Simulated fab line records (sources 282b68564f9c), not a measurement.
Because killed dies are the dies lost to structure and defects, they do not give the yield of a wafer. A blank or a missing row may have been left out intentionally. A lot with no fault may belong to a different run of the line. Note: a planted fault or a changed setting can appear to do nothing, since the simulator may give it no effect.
fab line records || flow rit_cmos
record {"lots": 7, "wafers": 21, "last_day": 6}
route steps=202 shown ACTIVE@2 M1@202
lots untouched by any fault: they come from a run of this same line in which no faults occurred
start_h: start of the lot's first displayed wafer, in hours after the record's first day || wait_h: hours from the lot's prior step to this one || " same as the row above || L1.1+2: one row covering several wafers at once || - no value, or no start was given || * or withheld: withheld || < > ~ a bound
route shown NAME@n: NAME is a module with steps in the file, n the number in the route of the first one || usual: the fault-free wafers' mean and standard deviation || same: alike in all rows || chamber/n: place in a boat || sites: readings site by site || _std_site: how widely they spread, as a standard deviation || _edge_site: outer sites' mean less inner sites' || radius_mm: how far each site lies from the wafer's centre || mask NAME#n: copy n || behind: the most recent tool/chamber to have shaped the wafer || hold: why the lot went on hold/how many hours it stayed there/how the hold came to an end || device: transistor that didn't switch, given as n, p or np || end of line: tests of these same wafers at the route's end || a step given without rows: its recipe and nothing more || killed: dies that structure and defects cost at the first sort, which is not the same as the wafer's yield || map: per-die view of a wafer (x killed, . not killed, _ where there is no die)
set.NAME: the setting as run; set.NAME@STEP: as run at that earlier step || model.NAME: the simulator's own value behind a step, which no gauge read
lots seen at some steps along the route; tables by step, rows by wafer
services: from which hour (start_h, from the record's first day; less than 0 if before it) a tool's chamber was out of use, for how many hours, and why
## steps
# step RIT_ACTIVE_OXIDATION_01
# recipe {"temp_c": 1000, "ambient": "O2", "target_thk_a": 468, "ox_time_s": 3360}
# step RIT_ACTIVE_THK_MEAS_02
# recipe {"reads": "SiO2_of_ACTIVE_OXIDATION_01"}
# usual {"ACTIVE_OXIDE_THK": "47.2/1"}
{"lot.wafer": "L204.2", "tool": "film_metro-03", "chamber": "-", "start_h": 17.06, "wait_h": 0.0, "ACTIVE_OXIDE_THK[nm]": 46.1}
{"lot.wafer": "L204.3", "tool": "film_metro-03", "chamber": "-", "start_h": 17.06, "wait_h": 0.0, "ACTIVE_OXIDE_THK[nm]": 46.7}
{"lot.wafer": "L204.5", "tool": "film_metro-03", "chamber": "-", "start_h": 17.06, "wait_h": 0.0, "ACTIVE_OXIDE_THK[nm]": 46.4}
{"lot.wafer": "L208.3", "tool": "film_metro-04", "chamber": "-", "start_h": 37.08, "wait_h": 0.0, "ACTIVE_OXIDE_THK[nm]": 47.2}
{"lot.wafer": "L208.4", "tool": "film_metro-04", "chamber": "-", "start_h": 37.08, "wait_h": 0.0, "ACTIVE_OXIDE_THK[nm]": 47.7}
{"lot.wafer": "L208.5", "tool": "film_metro-04", "chamber": "-", "start_h": 37.08, "wait_h": 0.0, "ACTIVE_OXIDE_THK[nm]": 48.1}
{"lot.wafer": "L213.1", "tool": "film_metro-04", "chamber": "-", "start_h": 62.49, "wait_h": 0.0, "ACTIVE_OXIDE_THK[nm]": 47.8}
{"lot.wafer": "L213.2", "tool": "film_metro-04", "chamber": "-", "start_h": 62.49, "wait_h": 0.0, "ACTIVE_OXIDE_THK[nm]": 48.2}
{"lot.wafer": "L213.3", "tool": "film_metro-04", "chamber": "-", "start_h": 62.49, "wait_h": 0.0, "ACTIVE_OXIDE_THK[nm]": 47.8}
{"lot.wafer": "L214.2", "tool": "film_metro-04", "chamber": "-", "start_h": 67.99, "wait_h": 0.0, "ACTIVE_OXIDE_THK[nm]": 45.5}
{"lot.wafer": "L214.4", "tool": "film_metro-04", "chamber": "-", "start_h": 67.99, "wait_h": 0.0, "ACTIVE_OXIDE_THK[nm]": 45.7}
{"lot.wafer": "L214.6", "tool": "film_metro-04", "chamber": "-", "start_h": 67.99, "wait_h": 0.0, "ACTIVE_OXIDE_THK[nm]": 44.8}
{"lot.wafer": "L216.3", "tool": "film_metro-03", "chamber": "-", "start_h": 77.07, "wait_h": 0.0, "ACTIVE_OXIDE_THK[nm]": 49.1}
{"lot.wafer": "L216.4", "tool": "film_metro-03", "chamber": "-", "start_h": 77.07, "wait_h": 0.0, "ACTIVE_OXIDE_THK[nm]": 49.0}
{"lot.wafer": "L216.5", "tool": "film_metro-03", "chamber": "-", "start_h": 77.07, "wait_h": 0.0, "ACTIVE_OXIDE_THK[nm]": 49.1}
{"lot.wafer": "L220.1", "tool": "film_metro-02", "chamber": "-", "start_h": 97.05, "wait_h": 0.0, "ACTIVE_OXIDE_THK[nm]": 46.7}
{"lot.wafer": "L220.3", "tool": "film_metro-02", "chamber": "-", "start_h": 97.05, "wait_h": 0.0, "ACTIVE_OXIDE_THK[nm]": 47.9}
{"lot.wafer": "L220.6", "tool": "film_metro-02", "chamber": "-", "start_h": 97.05, "wait_h": 0.0, "ACTIVE_OXIDE_THK[nm]": 47.9}
{"lot.wafer": "L221.3", "tool": "film_metro-03", "chamber": "-", "start_h": 102.07, "wait_h": 0.0, "ACTIVE_OXIDE_THK[nm]": 47.6}
{"lot.wafer": "L221.5", "tool": "film_metro-03", "chamber": "-", "start_h": 102.07, "wait_h": 0.0, "ACTIVE_OXIDE_THK[nm]": 48.2}
{"lot.wafer": "L221.6", "tool": "film_metro-03", "chamber": "-", "start_h": 102.07, "wait_h": 0.0, "ACTIVE_OXIDE_THK[nm]": 48.0}
# step RIT_ACTIVE_CVD_03
# recipe {"material": "Si3N4", "target_thk_nm": 150, "temp_c": 810, "precursor": "SiH2Cl2/NH3", "time_s": 1500, "pressure_mtorr": 300, "sih2cl2_flow_sccm": 60, "nh3_flow_sccm": 150}
# step RIT_ACTIVE_THK_MEAS_04
# recipe {"reads": "Si3N4_of_ACTIVE_CVD_03"}
# usual {"ACTIVE_NITRIDE_THK": "150.5/1.3"}
{"lot.wafer": "L204.2", "tool": "film_metro-04", "chamber": "-", "start_h": 19.25, "wait_h": 0.0, "ACTIVE_NITRIDE_THK[nm]": 152.8}
{"lot.wafer": "L204.3", "tool": "film_metro-04", "chamber": "-", "start_h": 19.25, "wait_h": 0.0, "ACTIVE_NITRIDE_THK[nm]": 154.3}
{"lot.wafer": "L204.5", "tool": "film_metro-04", "chamber": "-", "start_h": 19.25, "wait_h": 0.0, "ACTIVE_NITRIDE_THK[nm]": 151.5}
{"lot.wafer": "L208.3", "tool": "film_metro-02", "chamber": "-", "start_h": 38.56, "wait_h": 0.0, "ACTIVE_NITRIDE_THK[nm]": 150.1}
{"lot.wafer": "L208.4", "tool": "film_metro-02", "chamber": "-", "start_h": 38.56, "wait_h": 0.0, "ACTIVE_NITRIDE_THK[nm]": 151.8}
{"lot.wafer": "L208.5", "tool": "film_metro-02", "chamber": "-", "start_h": 38.56, "wait_h": 0.0, "ACTIVE_NITRIDE_THK[nm]": 150.8}
{"lot.wafer": "L213.1", "tool": "film_metro-02", "chamber": "-", "start_h": 64.09, "wait_h": 0.0, "ACTIVE_NITRIDE_THK[nm]": 150.2}
{"lot.wafer": "L213.2", "tool": "film_metro-02", "chamber": "-", "start_h": 64.09, "wait_h": 0.0, "ACTIVE_NITRIDE_THK[nm]": 148.1}
{"lot.wafer": "L213.3", "tool": "film_metro-02", "chamber": "-", "start_h": 64.09, "wait_h": 0.0, "ACTIVE_NITRIDE_THK[nm]": 149.6}
{"lot.wafer": "L214.2", "tool": "film_metro-04", "chamber": "-", "start_h": 69.46, "wait_h": 0.0, "ACTIVE_NITRIDE_THK[nm]": 153.1}
{"lot.wafer": "L214.4", "tool": "film_metro-04", "chamber": "-", "start_h": 69.46, "wait_h": 0.0, "ACTIVE_NITRIDE_THK[nm]": 152.2}
{"lot.wafer": "L214.6", "tool": "film_metro-04", "chamber": "-", "start_h": 69.46, "wait_h": 0.0, "ACTIVE_NITRIDE_THK[nm]": 150.5}
{"lot.wafer": "L216.3", "tool": "film_metro-04", "chamber": "-", "start_h": 79.44, "wait_h": 0.0, "ACTIVE_NITRIDE_THK[nm]": 147.8}
{"lot.wafer": "L216.4", "tool": "film_metro-04", "chamber": "-", "start_h": 79.44, "wait_h": 0.0, "ACTIVE_NITRIDE_THK[nm]": 148.5}
{"lot.wafer": "L216.5", "tool": "film_metro-04", "chamber": "-", "start_h": 79.44, "wait_h": 0.0, "ACTIVE_NITRIDE_THK[nm]": 147.9}
{"lot.wafer": "L220.1", "tool": "film_metro-02", "chamber": "-", "start_h": 101.05, "wait_h": 0.0, "ACTIVE_NITRIDE_THK[nm]": 151.8}
{"lot.wafer": "L220.3", "tool": "film_metro-02", "chamber": "-", "start_h": 101.05, "wait_h": 0.0, "ACTIVE_NITRIDE_THK[nm]": 150.8}
{"lot.wafer": "L220.6", "tool": "film_metro-02", "chamber": "-", "start_h": 101.05, "wait_h": 0.0, "ACTIVE_NITRIDE_THK[nm]": 151.7}
{"lot.wafer": "L221.3", "tool": "film_metro-03", "chamber": "-", "start_h": 106.02, "wait_h": 0.0, "ACTIVE_NITRIDE_THK[nm]": 149.5}
{"lot.wafer": "L221.5", "tool": "film_metro-03", "chamber": "-", "start_h": 106.02, "wait_h": 0.0, "ACTIVE_NITRIDE_THK[nm]": 150.0}
{"lot.wafer": "L221.6", "tool": "film_metro-03", "chamber": "-", "start_h": 106.02, "wait_h": 0.0, "ACTIVE_NITRIDE_THK[nm]": 151.4}
# step RIT_ACTIVE_HMDS_05
# recipe {"prime_time_s": 60, "prime_temp_c": 140}
# step RIT_ACTIVE_COAT_06
# recipe {"resist": "NOVOLAK", "spin_rpm": 3250, "resist_thk_nm": 1000}
# step RIT_ACTIVE_SOFTBAKE_07
# recipe {"resist": "NOVOLAK", "temp_c": 90, "time_s": 60}
# step RIT_ACTIVE_EXPOSE_08
# recipe {"mask_id": "M1", "na": 0.6, "source_shape": "conventional", "sigma_outer": 0.6, "target_cd_nm": 1400, "dose_mj": 225}
# step RIT_ACTIVE_PEB_09
# recipe {"resist": "NOVOLAK", "temp_c": "withheld", "time_s": "withheld"}
# step RIT_ACTIVE_DEVELOP_10
# recipe {"resist": "NOVOLAK", "develop_time_s": 50, "dev_temp_c": 23}
# step RIT_ACTIVE_CD_MEAS_11
# recipe {"target_cd_nm": 1400}
# usual {"cd_nm": "1400.3/2.2"}
{"lot.wafer": "L204.2", "tool": "cd_sem-01", "chamber": "-", "start_h": 20.29, "wait_h": "-", "cd_nm": 1401.0}
{"lot.wafer": "L204.3", "tool": "cd_sem-01", "chamber": "-", "start_h": 20.29, "wait_h": "-", "cd_nm": 1403.0}
{"lot.wafer": "L204.5", "tool": "cd_sem-01", "chamber": "-", "start_h": 20.29, "wait_h": "-", "cd_nm": 1402.9}
{"lot.wafer": "L208.3", "tool": "cd_sem-01", "chamber": "-", "start_h": 39.49, "wait_h": "-", "cd_nm": 1401.3}
{"lot.wafer": "L208.4", "tool": "cd_sem-01", "chamber": "-", "start_h": 39.49, "wait_h": "-", "cd_nm": 1400.7}
{"lot.wafer": "L208.5", "tool": "cd_sem-01", "chamber": "-", "start_h": 39.49, "wait_h": "-", "cd_nm": 1400.9}
{"lot.wafer": "L213.1", "tool": "cd_sem-02", "chamber": "-", "start_h": 65.00, "wait_h": "-", "cd_nm": 1396.0}
{"lot.wafer": "L213.2", "tool": "cd_sem-02", "chamber": "-", "start_h": 65.00, "wait_h": "-", "cd_nm": 1396.6}
{"lot.wafer": "L213.3", "tool": "cd_sem-02", "chamber": "-", "start_h": 65.00, "wait_h": "-", "cd_nm": 1399.3}
{"lot.wafer": "L214.2", "tool": "cd_sem-01", "chamber": "-", "start_h": 70.51, "wait_h": "-", "cd_nm": 1403.5}
{"lot.wafer": "L214.4", "tool": "cd_sem-01", "chamber": "-", "start_h": 70.51, "wait_h": "-", "cd_nm": 1404.3}
{"lot.wafer": "L214.6", "tool": "cd_sem-01", "chamber": "-", "start_h": 70.51, "wait_h": "-", "cd_nm": 1404.2}
{"lot.wafer": "L216.3", "tool": "cd_sem-01", "chamber": "-", "start_h": 80.37, "wait_h": "-", "cd_nm": 1397.4}
{"lot.wafer": "L216.4", "tool": "cd_sem-01", "chamber": "-", "start_h": 80.37, "wait_h": "-", "cd_nm": 1398.7}
{"lot.wafer": "L216.5", "tool": "cd_sem-01", "chamber": "-", "start_h": 80.37, "wait_h": "-", "cd_nm": 1400.7}
{"lot.wafer": "L220.1", "tool": "cd_sem-02", "chamber": "-", "start_h": 102.09, "wait_h": "-", "cd_nm": 1400.1}
{"lot.wafer": "L220.3", "tool": "cd_sem-02", "chamber": "-", "start_h": 102.09, "wait_h": "-", "cd_nm": 1401.2}
{"lot.wafer": "L220.6", "tool": "cd_sem-02", "chamber": "-", "start_h": 102.09, "wait_h": "-", "cd_nm": 1400.5}
{"lot.wafer": "L221.3", "tool": "cd_sem-02", "chamber": "-", "start_h": 107.08, "wait_h": "-", "cd_nm": 1393.9}
{"lot.wafer": "L221.5", "tool": "cd_sem-02", "chamber": "-", "start_h": 107.08, "wait_h": "-", "cd_nm": 1394.7}
{"lot.wafer": "L221.6", "tool": "cd_sem-02", "chamber": "-", "start_h": 107.08, "wait_h": "-", "cd_nm": 1395.0}
# step RIT_ACTIVE_HARDBAKE_12
# recipe {"resist": "NOVOLAK", "temp_c": 140, "time_s": 60}
# step RIT_ACTIVE_ETCH_13
# recipe {"stop_on": "SiO2", "chemistry": "SF6", "target": "Si3N4", "time_s": 210, "over_etch_frac": 0.4, "SF6_flow_sccm": 200, "pressure_mtorr": 260, "rf_w": 125, "target_depth_a": 2100}
# usual {"drypump_motor_current_A": "5.9/0.36", "oes_product_au": "0.826/0.015", "throttle_valve_pct": "7.44/0.11"}
# same {"over_etch_frac": 0.4}
{"lot.wafer": "L204.2", "tool": "rie_diel-02", "chamber": 3, "start_h": 20.54, "wait_h": 0.1, "drypump_motor_current_A": 5.8, "oes_product_au": 0.810, "rf_hours_counter_h": 94, "throttle_valve_pct": 7.63, "model.NOVOLAK_of_ACTIVE_COAT_06.thk_nm": 651.7}
{"lot.wafer": "L204.3", "tool": "rie_diel-02", "chamber": 1, "start_h": 20.54, "wait_h": 0.1, "drypump_motor_current_A": 6.0, "oes_product_au": 0.829, "rf_hours_counter_h": 19, "throttle_valve_pct": 7.25, "model.NOVOLAK_of_ACTIVE_COAT_06.thk_nm": 651.7}
{"lot.wafer": "L204.5", "tool": "rie_diel-02", "chamber": 2, "start_h": 20.54, "wait_h": 0.1, "drypump_motor_current_A": 5.7, "oes_product_au": 0.819, "rf_hours_counter_h": "-", "throttle_valve_pct": 7.44, "model.NOVOLAK_of_ACTIVE_COAT_06.thk_nm": 657.3}
{"lot.wafer": "L208.3", "tool": "rie_diel-04", "chamber": 1, "start_h": 39.72, "wait_h": 0.1, "drypump_motor_current_A": 6.6, "oes_product_au": 0.821, "rf_hours_counter_h": 83, "throttle_valve_pct": 7.43, "model.NOVOLAK_of_ACTIVE_COAT_06.thk_nm": 648.1}
{"lot.wafer": "L208.4", "tool": "rie_diel-04", "chamber": 0, "start_h": 39.72, "wait_h": 0.1, "drypump_motor_current_A": 6.0, "oes_product_au": 0.825, "rf_hours_counter_h": "-", "throttle_valve_pct": 7.69, "model.NOVOLAK_of_ACTIVE_COAT_06.thk_nm": 651.6}
{"lot.wafer": "L208.5", "tool": "rie_diel-04", "chamber": 3, "start_h": 39.72, "wait_h": 0.1, "drypump_motor_current_A": 5.8, "oes_product_au": 0.811, "rf_hours_counter_h": "-", "throttle_valve_pct": 7.44, "model.NOVOLAK_of_ACTIVE_COAT_06.thk_nm": 646.7}
{"lot.wafer": "L213.1", "tool": "rie_diel-04", "chamber": 0, "start_h": 65.27, "wait_h": 0.1, "drypump_motor_current_A": 6.0, "oes_product_au": 0.815, "rf_hours_counter_h": 90, "throttle_valve_pct": 7.69, "model.NOVOLAK_of_ACTIVE_COAT_06.thk_nm": 691.1}
{"lot.wafer": "L213.2", "tool": "rie_diel-04", "chamber": 3, "start_h": 65.27, "wait_h": 0.1, "drypump_motor_current_A": 5.8, "oes_product_au": 0.800, "rf_hours_counter_h": 53, "throttle_valve_pct": 7.42, "model.NOVOLAK_of_ACTIVE_COAT_06.thk_nm": 650.1}
{"lot.wafer": "L213.3", "tool": "rie_diel-04", "chamber": 2, "start_h": 65.27, "wait_h": 0.1, "drypump_motor_current_A": 5.4, "oes_product_au": 0.836, "rf_hours_counter_h": 120, "throttle_valve_pct": 7.40, "model.NOVOLAK_of_ACTIVE_COAT_06.thk_nm": 663.8}
{"lot.wafer": "L214.2", "tool": "rie_diel-04", "chamber": 2, "start_h": 70.76, "wait_h": 0.1, "drypump_motor_current_A": 5.4, "oes_product_au": 0.835, "rf_hours_counter_h": 120, "throttle_valve_pct": 7.41, "model.NOVOLAK_of_ACTIVE_COAT_06.thk_nm": 665.1}
{"lot.wafer": "L214.4", "tool": "rie_diel-04", "chamber": 1, "start_h": 70.76, "wait_h": 0.1, "drypump_motor_current_A": 6.6, "oes_product_au": 0.828, "rf_hours_counter_h": 83, "throttle_valve_pct": 7.41, "model.NOVOLAK_of_ACTIVE_COAT_06.thk_nm": 657.9}
{"lot.wafer": "L214.6", "tool": "rie_diel-04", "chamber": 0, "start_h": 70.76, "wait_h": 0.1, "drypump_motor_current_A": 6.0, "oes_product_au": 0.820, "rf_hours_counter_h": "-", "throttle_valve_pct": 7.68, "model.NOVOLAK_of_ACTIVE_COAT_06.thk_nm": 691.4}
{"lot.wafer": "L216.3", "tool": "rie_diel-04", "chamber": 0, "start_h": 80.60, "wait_h": 0.1, "drypump_motor_current_A": 6.0, "oes_product_au": 0.813, "rf_hours_counter_h": 91, "throttle_valve_pct": 7.69, "model.NOVOLAK_of_ACTIVE_COAT_06.thk_nm": 693.3}
{"lot.wafer": "L216.4", "tool": "rie_diel-04", "chamber": 1, "start_h": 80.60, "wait_h": 0.1, "drypump_motor_current_A": 6.6, "oes_product_au": 0.813, "rf_hours_counter_h": 84, "throttle_valve_pct": 7.41, "model.NOVOLAK_of_ACTIVE_COAT_06.thk_nm": 659.9}
{"lot.wafer": "L216.5", "tool": "rie_diel-04", "chamber": 0, "start_h": 80.60, "wait_h": 0.1, "drypump_motor_current_A": 6.0, "oes_product_au": 0.812, "rf_hours_counter_h": "-", "throttle_valve_pct": 7.68, "model.NOVOLAK_of_ACTIVE_COAT_06.thk_nm": 696.3}
{"lot.wafer": "L220.1", "tool": "rie_diel-03", "chamber": 0, "start_h": 102.36, "wait_h": 0.1, "drypump_motor_current_A": 5.3, "oes_product_au": 0.833, "rf_hours_counter_h": 128, "throttle_valve_pct": 7.41, "model.NOVOLAK_of_ACTIVE_COAT_06.thk_nm": 662.3}
{"lot.wafer": "L220.3", "tool": "rie_diel-03", "chamber": 3, "start_h": 102.36, "wait_h": 0.1, "drypump_motor_current_A": 5.9, "oes_product_au": 0.845, "rf_hours_counter_h": 83, "throttle_valve_pct": 7.36, "model.NOVOLAK_of_ACTIVE_COAT_06.thk_nm": 659.4}
{"lot.wafer": "L220.6", "tool": "rie_diel-03", "chamber": 2, "start_h": 102.36, "wait_h": 0.1, "drypump_motor_current_A": 6.4, "oes_product_au": 0.853, "rf_hours_counter_h": "-", "throttle_valve_pct": 7.34, "model.NOVOLAK_of_ACTIVE_COAT_06.thk_nm": 673.3}
{"lot.wafer": "L221.3", "tool": "rie_diel-02", "chamber": 0, "start_h": 107.31, "wait_h": 0.1, "drypump_motor_current_A": 6.2, "oes_product_au": 0.831, "rf_hours_counter_h": 5, "throttle_valve_pct": 7.48, "model.NOVOLAK_of_ACTIVE_COAT_06.thk_nm": 661.4}
{"lot.wafer": "L221.5", "tool": "rie_diel-02", "chamber": 0, "start_h": 107.31, "wait_h": 0.1, "drypump_motor_current_A": 6.2, "oes_product_au": 0.835, "rf_hours_counter_h": "-", "throttle_valve_pct": 7.47, "model.NOVOLAK_of_ACTIVE_COAT_06.thk_nm": 660.5}
{"lot.wafer": "L221.6", "tool": "rie_diel-02", "chamber": 3, "start_h": 107.31, "wait_h": 0.1, "drypump_motor_current_A": 5.7, "oes_product_au": 0.796, "rf_hours_counter_h": "-", "throttle_valve_pct": 7.65, "model.NOVOLAK_of_ACTIVE_COAT_06.thk_nm": 655.7}
# step RIT_ACTIVE_STRIP_14
# recipe {"chemistry": "O2", "time_s": 180, "resist": "NOVOLAK", "platen_temp_c": "withheld", "power_w": 500, "pressure_mtorr": 4000, "o2_flow_sccm": 4000}
# usual {"drypump_motor_current_A": "5.5/0.35"}
{"lot.wafer": "L204.2", "tool": "plasma_asher-01", "chamber": 0, "start_h": 20.68, "wait_h": 0.1, "drypump_motor_current_A": 5.9, "rf_hours_counter_h": 39}
{"lot.wafer": "L204.3", "tool": "plasma_asher-01", "chamber": 1, "start_h": 20.68, "wait_h": 0.1, "drypump_motor_current_A": 5.8, "rf_hours_counter_h": "-"}
{"lot.wafer": "L204.5", "tool": "plasma_asher-01", "chamber": 0, "start_h": 20.68, "wait_h": 0.1, "drypump_motor_current_A": 5.9, "rf_hours_counter_h": "-"}
{"lot.wafer": "L208.3", "tool": "plasma_asher-01", "chamber": 1, "start_h": 39.91, "wait_h": 0.1, "drypump_motor_current_A": 5.8, "rf_hours_counter_h": "-"}
{"lot.wafer": "L208.4", "tool": "plasma_asher-01", "chamber": 0, "start_h": 39.91, "wait_h": 0.1, "drypump_motor_current_A": 5.9, "rf_hours_counter_h": "-"}
{"lot.wafer": "L208.5", "tool": "plasma_asher-01", "chamber": 0, "start_h": 39.91, "wait_h": 0.1, "drypump_motor_current_A": 5.9, "rf_hours_counter_h": "-"}
{"lot.wafer": "L213.1", "tool": "plasma_asher-02", "chamber": 1, "start_h": 65.40, "wait_h": 0.1, "drypump_motor_current_A": 4.9, "rf_hours_counter_h": 41}
{"lot.wafer": "L213.2", "tool": "plasma_asher-02", "chamber": 0, "start_h": 65.40, "wait_h": 0.1, "drypump_motor_current_A": 5.6, "rf_hours_counter_h": 41}
{"lot.wafer": "L213.3", "tool": "plasma_asher-02", "chamber": 1, "start_h": 65.40, "wait_h": 0.1, "drypump_motor_current_A": 4.9, "rf_hours_counter_h": "-"}
{"lot.wafer": "L214.2", "tool": "plasma_asher-03", "chamber": 1, "start_h": 70.89, "wait_h": 0.1, "drypump_motor_current_A": 5.4, "rf_hours_counter_h": 42}
{"lot.wafer": "L214.4", "tool": "plasma_asher-03", "chamber": 1, "start_h": 70.89, "wait_h": 0.1, "drypump_motor_current_A": 5.5, "rf_hours_counter_h": "-"}
{"lot.wafer": "L214.6", "tool": "plasma_asher-03", "chamber": 1, "start_h": 70.89, "wait_h": 0.1, "drypump_motor_current_A": 5.5, "rf_hours_counter_h": "-"}
{"lot.wafer": "L216.3", "tool": "plasma_asher-02", "chamber": 1, "start_h": 80.79, "wait_h": 0.1, "drypump_motor_current_A": 4.9, "rf_hours_counter_h": "-"}
{"lot.wafer": "L216.4", "tool": "plasma_asher-02", "chamber": 0, "start_h": 80.79, "wait_h": 0.1, "drypump_motor_current_A": 5.6, "rf_hours_counter_h": "-"}
{"lot.wafer": "L216.5", "tool": "plasma_asher-02", "chamber": 0, "start_h": 80.79, "wait_h": 0.1, "drypump_motor_current_A": 5.6, "rf_hours_counter_h": "-"}
{"lot.wafer": "L220.1", "tool": "plasma_asher-01", "chamber": 1, "start_h": 102.49, "wait_h": 0.1, "drypump_motor_current_A": 5.8, "rf_hours_counter_h": 47}
{"lot.wafer": "L220.3", "tool": "plasma_asher-01", "chamber": 0, "start_h": 102.49, "wait_h": 0.1, "drypump_motor_current_A": 5.9, "rf_hours_counter_h": "-"}
{"lot.wafer": "L220.6", "tool": "plasma_asher-01", "chamber": 1, "start_h": 102.49, "wait_h": 0.1, "drypump_motor_current_A": 5.8, "rf_hours_counter_h": "-"}
{"lot.wafer": "L221.3", "tool": "plasma_asher-01", "chamber": 0, "start_h": 107.50, "wait_h": 0.1, "drypump_motor_current_A": 5.9, "rf_hours_counter_h": "-"}
{"lot.wafer": "L221.5", "tool": "plasma_asher-01", "chamber": 0, "start_h": 107.50, "wait_h": 0.1, "drypump_motor_current_A": 5.9, "rf_hours_counter_h": "-"}
{"lot.wafer": "L221.6", "tool": "plasma_asher-01", "chamber": 1, "start_h": 107.50, "wait_h": 0.1, "drypump_motor_current_A": 5.8, "rf_hours_counter_h": "-"}
# step RIT_M1_PROBE_99
# usual {"killed_at_contacts": "0.0/0.22", "killed_at_front_end": "7/3.1", "killed_dies": "7/3.1", "killed_open": "3.5/2", "killed_short": "3.3/2"}
# same {"gross_dies": 264, "killed_at_M0_to_M3": 0, "killed_at_M4_up": 0, "killed_at_back_side": 0, "killed_at_other": 0}
{"lot.wafer": "L208.3", "tool": "prober-01", "chamber": "-", "start_h": 86.49, "wait_h": 0.2, "killed_at_contacts": 0, "killed_at_front_end": 2, "killed_dies": 2, "killed_open": 1, "killed_short": 1}
{"lot.wafer": "L208.4", "tool": "prober-01", "chamber": "-", "start_h": 86.54, "wait_h": 0.2, "killed_at_contacts": 0, "killed_at_front_end": 4, "killed_dies": 4, "killed_open": 2, "killed_short": 2}
{"lot.wafer": "L208.5", "tool": "prober-01", "chamber": "-", "start_h": 86.59, "wait_h": 0.2, "killed_at_contacts": 0, "killed_at_front_end": 5, "killed_dies": 5, "killed_open": 4, "killed_short": 1}
# killed by level:class
L208.3 GATE:geometric_particle:open=1 REOX:geometric_particle:short=1
L208.4 GATE:geometric_particle:short=1 GATE:geometric_particle:open=1 REOX:geometric_particle:open=1 REOX:geometric_particle:short=1
L208.5 GATE:geometric_particle:open=2 GATE:geometric_particle:short=1 REOX:geometric_particle:open=1 SILICIDE:geometric_particle:open=1
## services
{"tool": "rie_diel-04", "chamber": 2, "start_h": 14.79, "hours": 2.4, "kind": "repair"}
{"tool": "rie_diel-04", "chamber": 1, "start_h": 19.58, "hours": 10.2, "kind": "repair"}
{"tool": "rie_diel-04", "chamber": 2, "start_h": 30.47, "hours": 10.7, "kind": "repair"}
{"tool": "rie_diel-03", "chamber": 3, "start_h": 47.04, "hours": 21.2, "kind": "repair"}
{"tool": "rie_diel-03", "chamber": 1, "start_h": 65.27, "hours": 17.5, "kind": "repair"}
{"tool": "plasma_asher-02", "chamber": "-", "start_h": 75.76, "hours": 0.5, "kind": "repair"}
{"tool": "plasma_asher-01", "chamber": "-", "start_h": 81.88, "hours": 3.2, "kind": "repair"}
{"tool": "rie_diel-03", "chamber": "-", "start_h": 85.17, "hours": 14.6, "kind": "pm"}
{"tool": "rie_diel-04", "chamber": "-", "start_h": 91.95, "hours": 0.8, "kind": "repair"}
## key
first_sign none at tools or gauges
model_effect {"step": "RIT_ACTIVE_ETCH_13", "value": "NOVOLAK_of_ACTIVE_COAT_06.thk_nm", "without": 657.8, "struck": 693}
met_at RIT_ACTIVE_ETCH_13
struck_wafers L213.1,L214.6,L216.3,L216.5
tester_left_out L213,L214,L216
onset_between 39.72 65.27
fault {"kind": "process_parameter_drift", "tool": "rie_diel-04", "chamber": 0, "onset_h": 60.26, "steps": "RIT_ACTIVE_ETCH_13", "channel": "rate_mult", "offset": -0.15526, "shape": "step", "end_h": 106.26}
# tester_left_out: of these lots the tester's yield and bins aren't shown, on N5 and GAA mostly nor the transistor test; their killed dies are dies lost to structure and defects alone, not to doping, threshold or leakage, so they don't give the yield
